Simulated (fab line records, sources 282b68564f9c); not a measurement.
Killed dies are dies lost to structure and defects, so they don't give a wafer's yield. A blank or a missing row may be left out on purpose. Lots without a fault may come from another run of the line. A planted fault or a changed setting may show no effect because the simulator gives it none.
Which tool did it? | flow rit_cmos | 14 lots, 42 wafers sampled, at 2 steps of a route of 202

WHAT THE GAUGES READ, wafer by wafer
RIT_M1_RS_MEAS_01: measures by four-point-probe. Usual: M1_AL_RS 0.0735 ohm/sq, standard deviation 0.00095.
lot  | measured    | on            | M1_AL_RS (ohm/sq)    | flag
L502 | day 3 22:11 | film_metro-04 | 0.0735 0.0718 0.0717 |
L504 | day 4 09:34 | film_metro-01 | 0.0744 0.0727 0.0746 |
L505 | day 4 09:58 | film_metro-04 | 0.0747 0.0735 0.0739 |
L506 | day 4 22:30 | film_metro-04 | 0.0718 0.0730 0.0735 |
L507 | day 5 01:14 | film_metro-04 | 0.0753 0.0743 0.0747 |
L508 | day 5 02:13 | film_metro-01 | 0.0746 0.0747 0.0748 |
L509 | day 5 13:07 | film_metro-01 | - - - - - -          | OFF
L510 | day 5 13:32 | film_metro-01 | - - - - - -          | OFF
L518 | day 7 07:35 | film_metro-04 | 0.0731 0.0732 0.0732 |
L519 | day 7 11:02 | film_metro-02 | 0.0734 0.0728 0.0731 |
L520 | day 7 15:45 | film_metro-01 | 0.0741 0.0721 0.0737 |
L521 | day 7 19:52 | film_metro-04 | 0.0734 0.0744 0.0734 |
L522 | day 7 22:59 | film_metro-01 | 0.0738 0.0729 0.0747 |
L523 | day 8 03:46 | film_metro-04 | 0.0727 0.0730 0.0740 |

WHICH TOOL RAN EACH LOT (tool, then ch and the chambers of the sampled wafers, then the start)
lot  | RIT_M1_SPUTTER_00
L502 | pvd_sputter-02, day 3 21:51
L504 | pvd_sputter-02, day 4 09:17
L505 | pvd_sputter-01, day 4 09:40
L506 | pvd_sputter-02, day 4 22:11
L507 | pvd_sputter-03, day 5 00:55
L508 | pvd_sputter-02, day 5 01:55
L509 | pvd_sputter-03, day 5 12:46
L510 | pvd_sputter-02, day 5 13:13
L518 | pvd_sputter-02, day 7 07:16
L519 | pvd_sputter-03, day 7 10:45
L520 | pvd_sputter-02, day 7 15:27
L521 | pvd_sputter-01, day 7 19:33
L522 | pvd_sputter-02, day 7 22:42
L523 | pvd_sputter-03, day 8 03:25
- RIT_M1_SPUTTER_00: material Al, target thk 400 nm, time 500 s.

WHAT THE TOOLS THEMSELVES READ (means of the sampled wafers that have a number; where no wafer has one, the mark that the record gives instead)
RIT_M1_SPUTTER_00. Usual: cathode_dc_power_W 2000.0 W, standard deviation 0.34; chamber_pressure_pa 0.3999 Pa, standard deviation 0.00077; throttle_valve_pct 29.8 %, standard deviation 0.97.
lot  | tool           | cathode_dc_power_W (W) | chamber_pressure_pa (Pa) | throttle_valve_pct (%) | flag
L502 | pvd_sputter-02 | 2000.2                 | 0.3996                   | 29.3                   |
L504 | pvd_sputter-02 | 2000.3                 | 0.4002                   | 29.0                   |
L505 | pvd_sputter-01 | 1999.9                 | 0.4003                   | 30.9                   |
L506 | pvd_sputter-02 | 1999.7                 | 0.4009                   | 29.0                   |
L507 | pvd_sputter-03 | 2000.1                 | 0.3997                   | 29.8                   |
L508 | pvd_sputter-02 | 2000.2                 | 0.4006                   | 29.3                   |
L509 | pvd_sputter-03 | -                      | -                        | -                      | OFF
L510 | pvd_sputter-02 | -                      | -                        | -                      | OFF
L518 | pvd_sputter-02 | 2000.2                 | 0.3990                   | 29.3                   |
L519 | pvd_sputter-03 | 1999.7                 | 0.4003                   | 30.6                   |
L520 | pvd_sputter-02 | 2000.0                 | 0.3993                   | 29.5                   |
L521 | pvd_sputter-01 | 1999.8                 | 0.4000                   | 30.9                   |
L522 | pvd_sputter-02 | 2000.0                 | 0.3997                   | 29.3                   |
L523 | pvd_sputter-03 | 2000.0                 | 0.3993                   | 30.7                   |

THE ANSWER, worked out from the rows above alone
Rule: a lot is off if the mean of its wafers that have a number lies more than 3 standard deviations from the usual mean. A lot without any number at a reading at which 4 lots or more have one is off too. The other lots that the step has rows for count as sound. The gauges are gone through in route order, then the tools' own readings, and for those a lot's mean is taken as printed above. The first step at which some lot is off is used, and at that step the reading that is off furthest; a lot without a number counts as furthest.
Off: L509, L510, at RIT_M1_RS_MEAS_01 (M1_AL_RS). Without a number there: L509, L510.
A tool fits if, at a process step before that reading, it ran every lot that is off, and no sound lot after the first of them. The gauges at RIT_M1_RS_MEAS_01 aren't tried: what is off there is off at RIT_M1_SPUTTER_00 too, on other tools, and a gauge's error can't cause that. None of those tried fits.

WHAT THE SIMULATOR HAD PUT IN
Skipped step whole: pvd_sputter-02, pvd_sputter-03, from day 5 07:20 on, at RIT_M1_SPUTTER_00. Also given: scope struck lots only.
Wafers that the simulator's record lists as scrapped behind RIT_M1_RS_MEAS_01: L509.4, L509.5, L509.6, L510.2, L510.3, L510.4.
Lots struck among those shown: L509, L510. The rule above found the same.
